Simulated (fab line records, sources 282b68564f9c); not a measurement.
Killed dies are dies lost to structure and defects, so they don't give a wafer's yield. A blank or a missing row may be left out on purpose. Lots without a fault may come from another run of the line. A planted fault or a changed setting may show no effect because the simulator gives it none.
One fault seen from 2 desks | flow rit_cmos | each desk has only its own numbers; what lay behind them comes last

THE TOOL OWNER'S DESK: furnace-03
The tool's own readings at RIT_FOX2_OXIDATION_00 (target thk 350.7 nm, ox time 1130 s): means of the sampled wafers that have a number, for each lot that ran on this tool. A lot is out of limits, marked OUT, if its mean lies more than 4 standard deviations from the usual mean; the brackets give that distance.
Columns: A = ox_temp_c at RIT_FOX2_OXIDATION_00, usual 1100.0 C; B = tube_center_temp_C at RIT_FOX2_OXIDATION_00, usual 1100 C; C = zone_power_centre_pct at RIT_FOX2_OXIDATION_00, usual 57 %
lot  | first seen here | A      | B    | C
L214 | day 1 19:59     | 1100.0 | 1100 | 53
L221 | day 3 06:40     | 1099.8 | 1100 | 52
L222 | day 3 17:58     | 1100.1 | 1100 | 53
L223 | day 3 20:47     | 1100.2 | 1100 | 53
L228 | day 4 16:13     | 1100.1 | 1100 | 53
L236 | day 6 09:32     | 1099.8 | 1100 | 52
L237 | day 6 12:47     | 1100.5 | 1100 | 52
This desk's finding: nothing out of limits on any of the 7 lots.

THE METROLOGY DESK
What the gauges read, lot by lot, whatever tool the lot ran on: means of the sampled wafers that have a number. A lot is out of limits, marked OUT, if its mean lies more than 4 standard deviations from the usual mean; the brackets give that distance.
Columns: A = FOX2_OXIDE_THK at RIT_FOX2_THK_MEAS_01, usual 350 nm; B = FIELD_OXIDE_LEFT_1_THK at RIT_FOX2_THK_MEAS_90, usual 323 nm; C = PWELL_TW at RIT_PWELL_TW_MEAS_10, usual 937; D = FIELD_OXIDE_LEFT_2_THK at RIT_FOX2_THK_MEAS_91, usual 255 nm
lot  | first seen here | A             | B             | C   | D
L214 | day 1 21:20     | 352           | 325           | 945 | 257
L215 | day 2 02:36     | 354           | 327           | 924 | 259
L216 | day 2 05:25     | 351           | 324           | 944 | 256
L217 | day 2 10:56     | 346           | 318           | 937 | 250
L221 | day 3 08:00     | 351           | 324           | 942 | 256
L222 | day 3 19:17     | 345           | 318           | 942 | 250
L223 | day 3 22:07     | 349           | 322           | 927 | 254
L224 | day 4 02:41     | 348           | 320           | 940 | 253
L227 | day 4 16:22     | 341           | 315           | 940 | 246
L228 | day 4 17:32     | 356           | 329           | 930 | 261
L232 | day 5 15:40     | 354           | 327           | 940 | 259
L235 | day 6 05:22     | 345           | 317           | 943 | 249
L236 | day 6 10:51     | 264 (-14) OUT | 237 (-14) OUT | 942 | 168 (-13) OUT
L237 | day 6 14:06     | 269 (-13) OUT | 242 (-13) OUT | 925 | 173 (-13) OUT
This desk's finding: out of limits on L236, L237; first on L236, day 6 10:51 (FOX2_OXIDE_THK at RIT_FOX2_THK_MEAS_01). In limits: L214, L215, L216, L217, L221, L222, L223, L224, L227, L228, L232, L235.

PUT TOGETHER
The metrology desk could have raised an alarm at day 6 10:51, on L236, L237.
The tool owner's desk saw nothing out of limits.
The tool owner's desk has L236, L237 on record, within its limits.
Of the lots named, all ran RIT_FOX2_OXIDATION_00 on furnace-03.

WHAT THE SIMULATOR HAD PUT IN
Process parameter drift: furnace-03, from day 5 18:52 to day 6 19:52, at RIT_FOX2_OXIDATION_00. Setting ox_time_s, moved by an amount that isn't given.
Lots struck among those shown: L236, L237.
Hours from the fault's start to each desk's first reading out of limits: the metrology desk, 16.
